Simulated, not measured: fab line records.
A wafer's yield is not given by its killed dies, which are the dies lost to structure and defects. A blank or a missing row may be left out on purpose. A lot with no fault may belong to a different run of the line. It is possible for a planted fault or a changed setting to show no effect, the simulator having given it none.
A single fault, viewed from 2 desks | flow berkeley-cmos170 | what lay behind the numbers comes last; until then each desk has only its own

DESK OF THE TOOL OWNER: pvd-sputter-01
The tool's own readings at UCB170_M2_SPUTTER_01 (material Al, target thk 900 nm, time 120 s): means of the sampled wafers that have a number, for each lot that ran on this tool. A lot is out of limits, marked OUT, if its mean lies more than 4 standard deviations from the usual mean; the brackets give that distance.
Columns: A = throttle-valve-pct at UCB170_M2_SPUTTER_01, usual 30.1 %
lot  | first seen here | A
L682 | day 9 03:40     | 31.2
L685 | day 10 09:14    | 30.5
L692 | day 11 11:29    | 30.8
L691 | day 11 12:50    | 31.5
Finding of this desk: none of the 4 lots has anything out of limits.

METROLOGY DESK
Means of the sampled wafers that have a number, per lot and without regard to the tool the lot ran on: this is what the gauges read. A lot is out of limits, marked OUT, if its mean lies more than 4 standard deviations from the usual mean; the brackets give that distance.
Columns: A = CONTACT_PSG_THK at UCB170_CONTACT_THK_MEAS_02, usual 696 nm; B = V1_OVL at UCB170_V1_OVL_MEAS_13, usual -5 nm; C = M2_AL_RS at UCB170_M2_RS_MEAS_02, usual 0.0323 ohm/sq; D = M2_AL_THK at UCB170_M2_THK_MEAS_03, usual 888 nm
lot  | first seen here | A   | B   | C                 | D
L677 | day 7 12:49     | 690 | -3  | 0.0322            | 888
L678 | day 8 07:41     | 694 | -5  | 0.0324            | 890
L679 | day 8 15:16     | 705 | 1   | 0.0327            | 871
L682 | day 8 17:05     | 700 | 2   | 0.0319            | 897
L681 | day 8 17:06     | 692 | -0  | 0.0325            | 881
L680 | day 8 17:07     | 706 | -9  | 0.0328            | 868
L685 | day 9 19:11     | 697 | -5  | 0.0316            | 912
L690 | day 11 02:04    | 696 | -10 | 0.0328            | 877
L691 | day 11 02:04    | 697 | -7  | 0.0345 (+5.4) OUT | 826 (-5.1) OUT
L692 | day 11 02:05    | 698 | -14 | 0.0336            | 851
L699 | day 12 03:13    | 699 | -8  | 0.0323            | 889
L697 | day 12 05:00    | 700 | -14 | 0.0325            | 873
L698 | day 12 05:01    | 690 | -2  | 0.0327            | 879
L700 | day 13 01:28    | 686 | -6  | 0.0324            | 886
Per this desk, out of limits: L691; the first was L691, day 11 12:55 (M2_AL_RS at UCB170_M2_RS_MEAS_02). Within limits: L677, L678, L679, L682, L681, L680, L685, L690, L692, L699, L697, L698, L700.

PUT TOGETHER
The metrology desk could have raised an alarm at day 11 12:55, on L691.
The tool owner's desk saw nothing out of limits.
Tool owner's desk: L691 on record, inside its limits.
UCB170_M2_SPUTTER_01 was run on pvd-sputter-01 by each of the lots named.

WHAT THE SIMULATOR HAD PUT IN
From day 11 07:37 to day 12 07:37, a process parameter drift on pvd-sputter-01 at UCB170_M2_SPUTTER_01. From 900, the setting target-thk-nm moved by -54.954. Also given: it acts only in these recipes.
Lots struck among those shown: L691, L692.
Hours from the fault's start to each desk's first reading out of limits: the metrology desk, 5.
